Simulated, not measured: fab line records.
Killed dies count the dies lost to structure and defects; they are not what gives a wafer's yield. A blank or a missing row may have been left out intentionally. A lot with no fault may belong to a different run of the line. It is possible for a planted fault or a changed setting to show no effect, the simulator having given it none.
One fault seen from 2 desks | flow rit-cmos | numbers are kept per desk, each desk with only its own; the story behind them comes last

## THE TOOL OWNER'S DESK: implanter-04
For each lot that ran on this tool, the mean over its sampled wafers that have a number, from the tool's own readings at RIT_NRETRO_IMPLANT_08. Marked OUT: a lot whose mean sits more than 4 standard deviations from the usual mean, which makes it out of limits; the brackets give that distance.
Columns: A = beam-on-s at RIT_NRETRO_IMPLANT_08, usual 10.02 s; B = faraday-current-uA at RIT_NRETRO_IMPLANT_08, usual 31.7; C = tilt-deg at RIT_NRETRO_IMPLANT_08, usual 7.000 degrees
lot  | first seen here | A               | B              | C
L865 | day 2 20:25     | 9.99            | 31.8           | 6.955
L868 | day 3 12:11     | 9.90            | 32.1           | 6.999
L869 | day 3 16:57     | 10.08           | 31.4           | 7.016
L871 | day 4 02:47     | 10.11           | 31.4           | 6.976
L874 | day 4 19:10     | 10.25           | 31.0           | 7.034
L876 | day 5 05:12     | 14.24 (+21) OUT | 22.3 (-15) OUT | 7.002
L879 | day 5 20:04     | 14.47 (+22) OUT | 22.0 (-15) OUT | 6.980
L885 | day 7 01:41     | 14.45 (+22) OUT | 22.0 (-15) OUT | 7.023
This desk finds L876, L879, L885 out of limits, L876 being first, at day 5 05:12 (beam-on-s at RIT_NRETRO_IMPLANT_08). L865, L868, L869, L871, L874: within limits.

## AT THE METROLOGY DESK
What the gauges read, lot by lot, whatever tool the lot ran on: means of the sampled wafers that have a number. Marked OUT: a lot whose mean sits more than 4 standard deviations from the usual mean, which makes it out of limits; the brackets give that distance.
Columns: A = INCOMING_BOW at RIT_ACTIVE_BOW_MEAS_00, usual 0 um; B = NWELL_TW at RIT_NWELL_TW_MEAS_10, usual 2135; C = NRETRO_TW at RIT_NRETRO_TW_MEAS_10, usual 1052; D = FIELD_OXIDE_LEFT_2_THK at RIT_FOX2_THK_MEAS_91, usual 257 nm
lot  | first seen here | A  | B    | C              | D
L862 | day 1 10:02     | -2 | 2133 | 1058           | 257
L864 | day 1 20:02     | 3  | 2136 | 1044           | 262
L865 | day 2 01:00     | -0 | 2165 | 1043           | 262
L866 | day 2 06:01     | -1 | 2133 | 1062           | 255
L868 | day 2 16:01     | 0  | 2124 | 1058           | 253
L869 | day 2 21:00     | 2  | 2129 | 1056           | 253
L871 | day 3 07:00     | 3  | 2123 | 1058           | 256
L872 | day 3 12:01     | 8  | 2154 | 1052           | 258
L873 | day 3 17:01     | 2  | 2142 | 1059           | 263
L874 | day 3 22:00     | -6 | 2110 | 1055           | 255
L876 | day 4 08:02     | -1 | 2119 | 1173 (+18) OUT | 257
L878 | day 4 18:01     | -8 | 2136 | 1049           | 259
L879 | day 4 23:02     | -1 | 2129 | 1184 (+20) OUT | 263
L883 | day 5 19:01     | 4  | 2129 | 1049           | 249
L885 | day 6 05:01     | 0  | 2126 | 1182 (+19) OUT | 252
This desk reports L876, L879, L885 out of limits; the earliest was L876 at day 5 05:30 (NRETRO_TW at RIT_NRETRO_TW_MEAS_10). L862, L864, L865, L866, L868, L869, L871, L872, L873, L874, L878, L883: within limits.

## BROUGHT TOGETHER
On L876, L879, L885, at day 5 05:12, an alarm was possible from the tool owner's desk.
The metrology desk could have raised an alarm at day 5 05:30, on L876, L879, L885.
Of the lots named, all ran RIT_NRETRO_IMPLANT_08 on implanter-04.

## WHAT WAS PUT IN BY THE SIMULATOR
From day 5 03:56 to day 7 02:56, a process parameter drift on implanter-04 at RIT_NRETRO_IMPLANT_08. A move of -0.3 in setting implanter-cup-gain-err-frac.
Shown lots that were struck: L876, L879, L885.
Time in hours from fault onset to the first out-of-limits reading at each desk: tool owner's desk 1, metrology desk 2.
